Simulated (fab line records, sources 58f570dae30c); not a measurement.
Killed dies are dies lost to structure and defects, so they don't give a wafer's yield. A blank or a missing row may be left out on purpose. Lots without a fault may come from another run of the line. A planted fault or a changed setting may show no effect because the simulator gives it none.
A struck lot beside a sound one | flow berkeley_cmos170 | 14 steps out of a route of 331
Sound: wafers L202.1, L202.2, L202.6. Struck: wafers L199.1, L199.4, L199.6. The cause comes at the end.
At each step with rows: each side's tool, then ch and its chambers, then its first start. Under that, the readings that differ: sound wafers | struck wafers | difference of the means | sigmas: that difference in standard deviations of wafers without a fault.
alike: readings whose means differ by less than 2 such deviations, and words and numbers that are the same on both sides. not compared: withheld readings, readings that some wafer has no value for, bounds like >300 that may hide the same value, and numbers for which the record gives no deviation and whose values overlap.
The two part at a step that has a row with sigmas, a row that says differs or no value, or rows on one side only. Numbers that don't overlap but have no deviation are shown without sigmas and don't part them. A reading that every wafer of one side lacks parts them only if that side has two wafers or more.

UCB170_V2_BOW_MEAS_03:
  sound on film_metro-04, day 11 17:05; struck on film_metro-03, day 11 17:36
  alike: V2_BOW
UCB170_V2_THK_MEAS_04:
  sound on film_metro-04, day 11 17:12; struck on film_metro-03, day 11 17:43
  alike: V2_POLISHED_THK
then, 7 steps without rows for these wafers: UCB170_V2_CLEAN_05 (cleans in DIW); UCB170_V2_HMDS_06 (prime time 60 s); UCB170_V2_COAT_07 (resist thk 900 nm); UCB170_V2_SOFTBAKE_08 (time 60 s); UCB170_V2_EXPOSE_09 (exposes mask VIA2, target cd 700 nm); UCB170_V2_PEB_10; UCB170_V2_DEVELOP_11 (develop time 45 s).
UCB170_V2_CD_MEAS_12: target cd 700 nm.
  sound on cd_sem-02, day 11 18:38; struck on cd_sem-02, day 11 19:01
  alike: cd_nm
UCB170_V2_OVL_MEAS_13:
  sound on overlay-02, day 11 18:45; struck on overlay-02, day 11 19:08
  alike: V2_OVL
UCB170_V2_ETCH_14: etches SiO2 in CHF3/CF4/Ar, stops on Al, target depth 1250 nm, time 291 s.
  sound on rie_diel-02 ch 0,3, day 11 18:47; struck on rie_diel-04 ch 1,2, day 11 19:10
  alike: drypump_motor_current_A, oes_product_au, throttle_valve_pct
  not compared: rf_hours_counter_h
UCB170_V2_STRIP_15: strips in O2.
  sound on plasma_asher-02 ch 0,1, day 11 18:58; struck on plasma_asher-02 ch 0, day 11 19:21
  no value came back on the struck wafers for chamber_pressure_mTorr (mTorr), drypump_motor_current_A (A), oes_product_au (a.u.), strip_time_to_endpoint_s (s); on the sound wafers chamber_pressure_mTorr (mTorr) reads 3502 3502 3496
  reading                             | sound | struck            | difference | sigmas
  model.KrF_of_V2_COAT_07.thk_nm (nm) | 0 0 0 | 615.2 613.7 619.9 | +616.3     |
  not compared: rf_hours_counter_h
UCB170_V2_CD_MEAS_90: target cd 700 nm.
  sound on cd_sem-01, day 11 19:04; struck on cd_sem-02, day 11 19:28
  alike: cd_nm

WHERE THEY PART
Only at UCB170_V2_STRIP_15, within this record. Later steps at which nothing parts them and some readings are alike: UCB170_V2_CD_MEAS_90.

WHY: what the simulator had put in
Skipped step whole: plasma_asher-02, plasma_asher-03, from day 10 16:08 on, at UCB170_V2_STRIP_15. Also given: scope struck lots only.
